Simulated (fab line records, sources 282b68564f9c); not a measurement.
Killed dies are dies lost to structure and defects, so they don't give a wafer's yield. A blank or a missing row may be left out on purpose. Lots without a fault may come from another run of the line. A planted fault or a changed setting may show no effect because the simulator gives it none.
fab line records | flow rit_cmos
record lots=7 wafers=21 last_day=6
route steps=202 shown M1@185
lots that met no fault: from a run of the same line without faults
start_h: hours from the record's first day to the start of the lot's first wafer shown | wait_h: hours since the lot's step before | " the same as in the row above | L1.1+2: a row that stands for several wafers | - no value, or no start given | * or withheld: withheld | < > ~ a bound
route shown NAME@n: a module of which the file shows steps, and the number in the route of the first | usual: mean/standard deviation of fault-free wafers | same: alike in all rows | chamber/n: place in a boat | sites: the reading at each site | _std_site: their standard deviation | _edge_site: outer sites' mean less inner sites' | radius_mm: how far each site lies from the wafer's centre | mask NAME#n: copy n | behind: the tool/chamber that last shaped the wafer | hold: why the lot was held/for how many hours/how that ended | device: the transistor (n, p or np) that didn't switch | end of line: the same wafers' tests at the end of the route | a step without rows: its recipe alone | killed: dies lost to structure and defects at the first sort, not the wafer's yield | map: a wafer's dies, x killed, . not, _ none there
set.NAME: the setting as run; set.NAME@STEP: as run at that earlier step | model.NAME: the simulator's own value behind a step, which no gauge read
lots at some steps of the route; a table a step, a row a wafer
services: from which hour (start_h, from the record's first day; less than 0 if before it) a tool's chamber was out of use, for how many hours, and why
## steps
# step RIT_M1_RS_MEAS_01
# recipe thk_meas_gauge=four-point-probe reads=Al_of_M1_SPUTTER_00
# usual M1_AL_RS=0.0738/0.00072
# columns lot.wafer tool chamber start_h wait_h M1_AL_RS[ohm/sq]
L491.3 film_metro-01 - 58.83 0.2 0.0743
L491.5 " - " " 0.0732
L491.6 " - " " 0.0738
L493.2 film_metro-01 - 69.59 0.2 0.0738
L493.4 " - " " 0.0733
L493.6 " - " " 0.0740
L501.2 film_metro-02 - 110.40 0.2 0.0745
L501.3 " - " " 0.0737
L501.4 " - " " 0.0740
L502.2 film_metro-01 - 113.19 0.2 0.0728
L502.3 " - " " 0.0730
L502.4 " - " " 0.0727
L500.2 film_metro-03 - 115.33 0.2 0.0745
L500.5 " - " " 0.0754
L500.6 " - " " 0.0745
L503.1 film_metro-01 - 118.09 0.1 0.0745
L503.2 " - " " 0.0747
L503.6 " - " " 0.0743
L507.1 film_metro-02 - 140.58 0.1 0.0745
L507.3 " - " " 0.0740
L507.4 " - " " 0.0739
# step RIT_M1_THK_MEAS_02
# recipe thk_meas_gauge=xrf reads=Al_of_M1_SPUTTER_00
# usual M1_AL_THK=401/4.2
# columns lot.wafer tool chamber start_h wait_h M1_AL_THK[nm]
L491.3 film_metro-01 - 58.93 0.1 399
L491.5 " - " " 400
L491.6 " - " " 402
L493.2 film_metro-01 - 69.70 0.1 404
L493.4 " - " " 404
L493.6 " - " " 400
L501.2 film_metro-02 - 110.51 0.1 400
L501.3 " - " " 402
L501.4 " - " " 400
L502.2 film_metro-01 - 113.30 0.1 405
L502.3 " - " " 405
L502.4 " - " " 407
L500.2 film_metro-03 - 115.44 0.1 397
L500.5 " - " " 394
L500.6 " - " " 398
L503.1 film_metro-01 - 118.21 0.1 398
L503.2 " - " " 397
L503.6 " - " " 398
L507.1 film_metro-02 - 140.70 0.1 397
L507.3 " - " " 401
L507.4 " - " " 401
# step RIT_M1_HMDS_03
# recipe prime_time_s=60 prime_temp_c=140
# step RIT_M1_COAT_04
# recipe resist=NOVOLAK spin_rpm=2000 resist_thk_nm=1300
# step RIT_M1_SOFTBAKE_05
# recipe resist=NOVOLAK temp_c=90 time_s=60
# step RIT_M1_EXPOSE_06
# recipe mask_id=M12 na=0.6 source_shape=conventional sigma_outer=0.5 target_cd_nm=2600 dose_mj=250
# step RIT_M1_PEB_07
# recipe resist=NOVOLAK temp_c=withheld time_s=withheld
# step RIT_M1_DEVELOP_08
# recipe resist=NOVOLAK develop_time_s=68 dev_temp_c=23
# step RIT_M1_CD_MEAS_09
# recipe target_cd_nm=2600
# usual cd_nm=2601.5/2
# columns lot.wafer tool chamber start_h wait_h cd_nm
L491.3 cd_sem-01 - 60.02 - 2600.0
L491.5 " - " " 2598.7
L491.6 " - " " 2597.7
L493.2 cd_sem-01 - 70.65 - 2598.7
L493.4 " - " " 2598.9
L493.6 " - " " 2600.6
L501.2 cd_sem-01 - 111.58 - 2602.0
L501.3 " - " " 2602.1
L501.4 " - " " 2601.0
L502.2 cd_sem-01 - 114.38 - 2599.9
L502.3 " - " " 2599.6
L502.4 " - " " 2599.9
L500.2 cd_sem-02 - 116.39 - 2599.3
L500.5 " - " " 2599.8
L500.6 " - " " 2598.9
L503.1 cd_sem-01 - 119.34 - 2599.2
L503.2 " - " " 2600.5
L503.6 " - " " 2599.2
L507.1 cd_sem-01 - 141.94 - 2605.5
L507.3 " - " " 2606.7
L507.4 " - " " 2604.6
# step RIT_M1_OVL_MEAS_10
# usual M1_OVL=-0.1/1.5
# columns lot.wafer tool chamber start_h wait_h M1_OVL[nm]
L491.3 overlay-02 - 60.11 0.1 -0.1
L491.5 " - " " -0.9
L491.6 " - " " -0.5
L493.2 overlay-01 - 70.75 0.1 -1.0
L493.4 " - " " -0.2
L493.6 " - " " -1.1
L501.2 overlay-02 - 111.69 0.1 -0.7
L501.3 " - " " -3.4
L501.4 " - " " -2.5
L502.2 overlay-01 - 114.48 0.1 -2.0
L502.3 " - " " -2.6
L502.4 " - " " -2.3
L500.2 overlay-01 - 116.50 0.1 -0.6
L500.5 " - " " 0.1
L500.6 " - " " -0.9
L503.1 overlay-01 - 119.46 0.1 -0.1
L503.2 " - " " -0.4
L503.6 " - " " 0.7
L507.1 overlay-01 - 142.06 0.1 0.4
L507.3 " - " " 0.2
L507.4 " - " " 0.0
# step RIT_M1_HARDBAKE_11
# recipe resist=NOVOLAK temp_c=140 time_s=120
# step RIT_M1_METAL_ETCH_12
# recipe stop_on=SiO2 chemistry=Cl2/BCl3 target=Al time_s=165 over_etch_frac=0.5 pressure_mtorr=100 target_depth_a=6000 rf_w=250 Cl2_flow_sccm=60 bcl3_flow_sccm=50
# usual drypump_motor_current_A=5.43/0.19 oes_product_au=0.775/0.013 throttle_valve_pct=8.32/0.089
# same over_etch_frac=0.5
# columns lot.wafer tool chamber start_h wait_h drypump_motor_current_A oes_product_au rf_hours_counter_h throttle_valve_pct
L491.3 rie_metal-03 0 60.44 0.2 5.54 0.766 - 8.41
L491.5 " 0 " " 5.53 0.775 - 8.39
L491.6 " 1 " " 5.19 0.761 - 8.22
L493.2 rie_metal-02 0 71.03 0.2 5.76 0.791 0.7 8.27
L493.4 " 1 " " 5.29 0.793 - 8.22
L493.6 " 0 " " 5.73 0.788 - 8.26
L501.2 rie_metal-04 1 112.27 0.2 5.43 0.763 4.9 8.47
L501.3 " 0 " " 5.45 0.760 - 8.30
L501.4 " 1 " " 5.40 0.773 - 8.48
L502.2 rie_metal-02 1 114.76 0.2 5.26 0.785 1.3 8.25
L502.3 " 0 " " 5.74 0.798 - 8.28
L502.4 " 1 " " 5.25 0.789 - 8.23
L500.2 rie_metal-03 0 116.78 0.2 5.53 0.767 2.9 8.40
L500.5 " 0 " " 5.56 0.764 - 8.40
L500.6 " 1 " " 5.18 0.763 - 8.24
L503.1 rie_metal-03 0 119.75 0.2 5.53 0.783 3.1 8.39
L503.2 " 1 " " 5.16 0.763 2.7 8.24
L503.6 " 1 " " 5.17 0.758 - 8.24
L507.1 rie_metal-04 0 142.35 0.2 5.43 0.755 5.2 8.29
L507.3 " 1 " " 5.41 0.774 - 8.48
L507.4 " 0 " " 5.43 0.758 - 8.30
# step RIT_M1_STRIP_13
# recipe chemistry=nmp resist=NOVOLAK temp_c=80 time_s=600 dry=n2_spin
# usual run_length_s=630/4.2
# columns lot.wafer tool chamber start_h wait_h run_length_s
L491.3 wet_bench-01 0 60.55 0.1 626
L491.5 " 0 " " 626
L491.6 " 0 " " 626
L493.2 wet_bench-02 2 71.20 0.1 635
L493.4 " 2 " " 635
L493.6 " 2 " " 635
L501.2 wet_bench-03 1 112.43 0.1 626
L501.3 " 1 " " 626
L501.4 " 1 " " 626
L502.2 wet_bench-02 1 114.93 0.1 568
L502.3 " 1 " " 568
L502.4 " 1 " " 568
L500.2 wet_bench-02 3 116.94 0.1 566
L500.5 " 3 " " 566
L500.6 " 3 " " 566
L503.1 wet_bench-02 1 119.91 0.1 568
L503.2 " 1 " " 568
L503.6 " 1 " " 568
L507.1 wet_bench-01 3 142.51 0.1 627
L507.3 " 3 " " 627
L507.4 " 3 " " 627
# step RIT_M1_STRIP_14
# recipe chemistry=O2 time_s=180 platen_temp_c=withheld power_w=500 pressure_mtorr=4000 o2_flow_sccm=4000
# usual drypump_motor_current_A=5.91/0.29 rf_refl_power_W=7.0/1.6 run_length_s=208.4/0.35
# columns lot.wafer tool chamber start_h wait_h drypump_motor_current_A rf_hours_counter_h rf_refl_power_W run_length_s
L491.3 plasma_asher-01 0 60.78 0.1 5.80 - 7.3 208.1
L491.5 " 0 " " 5.80 - 7.1 208.1
L491.6 " 1 " " 5.90 - 9.7 208.5
L493.2 plasma_asher-04 0 71.58 0.0 6.32 26 6.4 208.0
L493.4 " 0 " " 6.36 - 7.2 208.5
L493.6 " 1 " " 5.19 - 6.8 208.6
L501.2 plasma_asher-01 1 112.60 0.0 5.92 50 9.8 208.6
L501.3 " 0 " " 5.80 - 7.3 208.3
L501.4 " 1 " " 5.91 - 9.5 208.6
L502.2 plasma_asher-01 0 115.12 0.0 5.79 50 7.2 208.2
L502.3 " 1 " " 5.91 - 9.3 209.0
L502.4 " 0 " " 5.79 - 7.3 208.2
L500.2 plasma_asher-01 1 117.13 0.0 5.90 49 9.3 208.8
L500.5 " 1 " " 5.90 - 9.4 208.9
L500.6 " 0 " " 5.81 - 7.2 208.1
L503.1 plasma_asher-03 1 120.10 0.0 5.97 48 4.7 207.9
L503.2 " 0 " " 6.18 48 5.8 208.2
L503.6 " 1 " " 5.97 - 4.9 208.2
L507.1 plasma_asher-01 1 142.69 0.0 5.90 53 9.0 208.8
L507.3 " 0 " " 5.79 - 7.3 208.0
L507.4 " 1 " " 5.89 - 9.3 208.9
# step RIT_M1_PROBE_99
# usual killed_at_contacts=0.1/0.27 killed_at_front_end=6.4/2.9 killed_dies=6.5/3 killed_on_rim=1.6/1.4 killed_open=3.3/1.9 killed_short=3.2/1.7
# same gross_dies=264 killed_at_M0_to_M3=0 killed_at_M4_up=0 killed_at_back_side=0 killed_at_other=0
# columns lot.wafer tool chamber start_h wait_h killed_at_contacts killed_at_front_end killed_dies killed_on_rim killed_open killed_short
L491.3 prober-01 - 63.70 0.2 0 7 7 4 4 3
L491.5 prober-01 - 63.80 0.2 0 6 6 0 1 5
L491.6 prober-01 - 63.85 0.2 0 8 8 0 5 3
L493.2 prober-01 - 73.54 0.1 0 7 7 5 4 3
L493.4 prober-01 - 73.64 0.2 0 5 5 2 4 1
L493.6 prober-01 - 73.74 0.2 0 8 8 2 2 6
L501.2 prober-01 - 115.01 0.1 1 7 8 1 4 4
L501.3 prober-01 - 115.06 0.2 0 6 6 1 4 2
L501.4 prober-01 - 115.11 0.2 0 9 9 0 6 3
L502.2 prober-02 - 118.89 0.1 0 6 6 2 4 2
L502.3 prober-02 - 118.94 0.2 0 9 9 1 4 5
L502.4 prober-02 - 118.99 0.2 0 7 7 2 3 4
L500.2 prober-02 - 119.10 0.1 0 13 13 2 7 6
L500.5 prober-02 - 119.25 0.2 0 5 5 3 2 3
L500.6 prober-02 - 119.30 0.2 0 6 6 1 3 3
L503.1 prober-01 - 125.32 0.1 0 2 2 1 2 0
L503.2 prober-01 - 125.37 0.1 0 8 8 1 4 4
L503.6 prober-01 - 125.57 0.2 0 11 11 1 5 6
L507.1 prober-01 - 144.60 0.1 0 6 6 4 2 4
L507.3 prober-01 - 144.70 0.2 0 9 9 3 6 3
L507.4 prober-01 - 144.75 0.2 0 5 5 3 2 3
# killed by level:class
L491.3 GATE:geometric_particle:open=3 FOX1:geometric_particle:short=1 GATE:geometric_particle:short=1 REOX:geometric_particle:short=1 SPACER:geometric_particle:open=1
L491.5 GATE:geometric_particle:short=2 FOX2:geometric_particle:short=1 GATE:geometric_particle:open=1 SPACER:geometric_particle:short=1 SILICIDE:geometric_particle:short=1
L491.6 FOX2:geometric_particle:open=2 GATE:geometric_particle:short=2 FOX1:geometric_particle:open=1 SPACER:geometric_particle:short=1 SPACER:geometric_particle:open=1 SILICIDE:geometric_particle:open=1
L493.2 GATE:geometric_particle:open=3 FOX1:geometric_particle:short=1 SPACER:geometric_particle:open=1 SPACER:geometric_particle:short=1 SILICIDE:geometric_particle:short=1
L493.4 GATE:geometric_particle:open=3 GATE:geometric_particle:short=1 SILICIDE:geometric_particle:open=1
L493.6 GATE:geometric_particle:short=4 GATE:geometric_particle:open=2 FOX1:geometric_particle:short=1 REOX:geometric_particle:short=1
L501.2 FOX1:geometric_particle:open=2 FOX2:geometric_particle:open=2 SILICIDE:geometric_particle:short=2 GATE:geometric_particle:short=1 CONTACT:geometric_particle:short=1
L501.3 ACTIVE:geometric_particle:open=1 FOX2:geometric_particle:short=1 GATE:geometric_particle:open=1 REOX:geometric_particle:open=1 SPACER:geometric_particle:open=1 SILICIDE:geometric_particle:short=1
L501.4 GATE:geometric_particle:short=3 GATE:geometric_particle:open=2 REOX:geometric_particle:open=2 SILICIDE:geometric_particle:open=2
L502.2 FOX2:geometric_particle:open=2 SPACER:geometric_particle:open=2 SPACER:geometric_particle:short=2
L502.3 GATE:geometric_particle:open=2 SPACER:geometric_particle:short=2 FOX1:geometric_particle:open=1 FOX2:geometric_particle:short=1 GATE:geometric_particle:short=1 SPACER:geometric_particle:open=1 SILICIDE:geometric_particle:short=1
L502.4 FOX1:geometric_particle:short=2 GATE:geometric_particle:open=2 REOX:geometric_particle:short=2 SPACER:geometric_particle:open=1
L500.2 GATE:geometric_particle:open=3 SPACER:geometric_particle:open=3 REOX:geometric_particle:short=2 FOX1:geometric_particle:short=1 FOX2:geometric_particle:short=1 GATE:geometric_particle:short=1 REOX:geometric_particle:open=1 SILICIDE:geometric_particle:short=1
L500.5 REOX:geometric_particle:short=2 FOX2:geometric_particle:short=1 REOX:geometric_particle:open=1 SPACER:geometric_particle:open=1
L500.6 SPACER:geometric_particle:short=2 GATE:geometric_particle:short=1 GATE:geometric_particle:open=1 REOX:geometric_particle:open=1 SPACER:geometric_particle:open=1
L503.1 GATE:geometric_particle:open=2
L503.2 GATE:geometric_particle:short=3 GATE:geometric_particle:open=3 REOX:geometric_particle:short=1 SPACER:geometric_particle:open=1
L503.6 GATE:geometric_particle:short=3 SILICIDE:geometric_particle:open=2 FOX1:geometric_particle:open=1 GATE:geometric_particle:open=1 REOX:geometric_particle:short=1 REOX:geometric_particle:open=1 SPACER:geometric_particle:short=1 SILICIDE:geometric_particle:short=1
L507.1 REOX:geometric_particle:short=2 GATE:geometric_particle:open=1 GATE:geometric_particle:short=1 SPACER:geometric_particle:short=1 SILICIDE:geometric_particle:open=1
L507.3 REOX:geometric_particle:open=2 SPACER:geometric_particle:open=2 FOX1:geometric_particle:open=1 GATE:geometric_particle:short=1 REOX:geometric_particle:short=1 SILICIDE:geometric_particle:open=1 SILICIDE:geometric_particle:short=1
L507.4 GATE:geometric_particle:short=1 GATE:geometric_particle:open=1 REOX:geometric_particle:short=1 REOX:geometric_particle:open=1 SPACER:geometric_particle:short=1
## services
# columns tool chamber start_h hours kind
rie_metal-03 - 44.77 14.6 pm
wet_bench-01 - 69.76 3.5 repair
wet_bench-01 - 92.97 1.9 pm
rie_metal-03 0 108.97 6.9 repair
rie_metal-03 0 124.74 10.8 repair
wet_bench-03 - 139.15 2.4 repair
## key
first_sign step=RIT_M1_STRIP_13 reading=run_length_s direction=down sigmas=15 usual=* struck=*
effect none on later readings
met_at RIT_M1_STRIP_13
struck_wafers L500.2,L500.5,L500.6,L502.2,L502.3,L502.4,L503.1,L503.2,L503.6
tester_left_out L500,L502
onset_between 71.20 114.93
earlier_fault kind=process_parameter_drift tool=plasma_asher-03 chamber=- onset_h=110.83 steps=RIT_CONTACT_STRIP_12 channel=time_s offset=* shape=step acts_in=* stated=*
earlier_fault kind=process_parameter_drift tool=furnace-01 chamber=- onset_h=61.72 steps=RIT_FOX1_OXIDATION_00 channel=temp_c offset=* shape=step end_h=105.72 acts_in=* stated=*
fault kind=process_parameter_drift tool=wet_bench-02 chamber=- onset_h=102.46 steps=RIT_M1_STRIP_13 channel=time_s offset=* shape=step acts_in=* stated=*
# tester_left_out: of these lots the tester's yield and bins aren't shown, on N5 and GAA mostly nor the transistor test; their killed dies are dies lost to structure and defects alone, not to doping, threshold or leakage, so they don't give the yield
